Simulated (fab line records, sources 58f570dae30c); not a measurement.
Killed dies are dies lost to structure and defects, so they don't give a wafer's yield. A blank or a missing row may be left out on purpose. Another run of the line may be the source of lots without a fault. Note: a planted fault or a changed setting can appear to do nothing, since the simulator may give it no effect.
Split-lot trial | flow berkeleyCmos170 | 23 wafers read from 5 lots, route of 331 steps

## THE SPLIT ITSELF
At UCB170_NLDD_EXPOSE_03 (exposes mask NSELECT, target cd 1200 nm), the setting doseMj was moved away from the recipe's 30 on 7 of the 23 wafers read, by -7.3% to +5.4%. This setting was run at the recipe's value on the other wafers.

## FROM THE SPLIT TO THE READING: what the file shows between them, 2 steps
- UCB170_NLDD_PEB_04
- UCB170_NLDD_DEVELOP_05: develop time 45 s

## THE READING
cdNm, in nm, at UCB170_NLDD_CD_MEAS_06 (target cd 1200 nm). Typical for fault-free wafers on this fab line: 1200.5 nm, with standard deviation 1.5 nm.

wafer  | tool, chamber at the split | doseMj as run | against the recipe | cdNm, nm | against lot-mates on the recipe
L075.1 | krfScanner-01, 0           | 30            | recipe             | 1199.6   | -
L075.2 | krfScanner-01, 0           | 30            | recipe             | 1200.8   | -
L075.3 | krfScanner-01, 0           | 30            | recipe             | 1200.2   | -
L075.4 | krfScanner-01, 0           | 30            | recipe             | 1200.5   | -
L075.6 | krfScanner-01, 0           | 30            | recipe             | 1201.0   | -
L076.1 | krfScanner-01, 0           | 30            | recipe             | 1201.1   | -
L076.3 | krfScanner-01, 0           | 30            | recipe             | 1201.7   | -
L076.4 | krfScanner-01, 0           | 30            | recipe             | 1201.5   | -
L083.1 | krfScanner-01, 0           | 30            | recipe             | 1198.8   | -
L083.2 | krfScanner-01, 0           | 30            | recipe             | 1198.7   | -
L083.3 | krfScanner-01, 0           | 30            | recipe             | 1198.8   | -
L083.5 | krfScanner-01, 0           | 27.81         | -7.3%              | 1185.2   | -13.6
L083.6 | krfScanner-01, 0           | 27.81         | -7.3%              | 1184.2   | -14.6
L082.1 | krfScanner-01, 0           | 30            | recipe             | 1199.3   | -
L082.3 | krfScanner-01, 0           | 30            | recipe             | 1199.0   | -
L082.4 | krfScanner-01, 0           | 30            | recipe             | 1200.0   | -
L082.5 | krfScanner-01, 0           | 28.79         | -4.0%              | 1192.7   | -6.7
L082.6 | krfScanner-01, 0           | 28.79         | -4.0%              | 1191.5   | -7.9
L085.1 | krfScanner-01, 0           | 30            | recipe             | 1196.8   | -
L085.2 | krfScanner-01, 0           | 31.62         | +5.4%              | 1207.1   | +9.8
L085.3 | krfScanner-01, 0           | 31.62         | +5.4%              | 1207.2   | +9.9
L085.4 | krfScanner-01, 0           | 30            | recipe             | 1197.8   | -
L085.5 | krfScanner-01, 0           | 31.62         | +5.4%              | 1208.7   | +11.4

FIT RESULTS
A straight line over all 23 wafers: cdNm changes by +1.8 nm for each +1% of doseMj; r = +0.97; the points scatter about the line by 1.4 nm.
The same after taking each lot's own level away (the mean of its wafers on the recipe; 23 wafers): +1.91 nm for each +1%; r = +1.00; scatter 0.51 nm.
That fit puts the effect of the largest move of doseMj on the reading at 14 nm.
Across the lots, their own levels run from 1197.30 to 1201.43 nm, a range of 2.8 times the standard deviation given above.
The two slopes agree, so the slope changes little with the lot-to-lot level.
Check: with one of the wafers moved furthest among these (-7.3%) left out of the fit, the line predicts -14 nm for it against its lot-mates. Against them it came out at -13.6 nm.

## FURTHER SPLITS ON THESE WAFERS
These wafers also went through other splits before the reading. Each is held against what the fit with the lots' levels taken away leaves over:
other split on the same wafers      | wafers away from the commonest value | r with cdNm (lot level and that fit taken away)
UCB170_ZERO_COAT_01 spinRpm         | 6                                    | +0.53
UCB170_ZERO_SOFTBAKE_02 tempC       | 7                                    | -0.03
UCB170_NWELL_IMPLANT_14 doseCm2     | 6                                    | +0.17
UCB170_PWELL_CVD_05 sih2cl2FlowSccm | 15                                   | +0.07
UCB170_ACTIVE_COAT_08 resistThkNm   | 9                                    | +0.14
UCB170_ACTIVE_ETCH_15 timeS         | 7                                    | -0.48
UCB170_PFIELD_IMPLANT_07 doseCm2    | 5                                    | +0.06
UCB170_PVT_STRIP_08 overashFraction | 10                                   | -0.09
UCB170_GATE_COAT_07 spinRpm         | 7                                    | +0.05

## FILE'S OWN FIT
cdNm changes by +1.91 nm for each +1% of doseMj, r = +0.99.
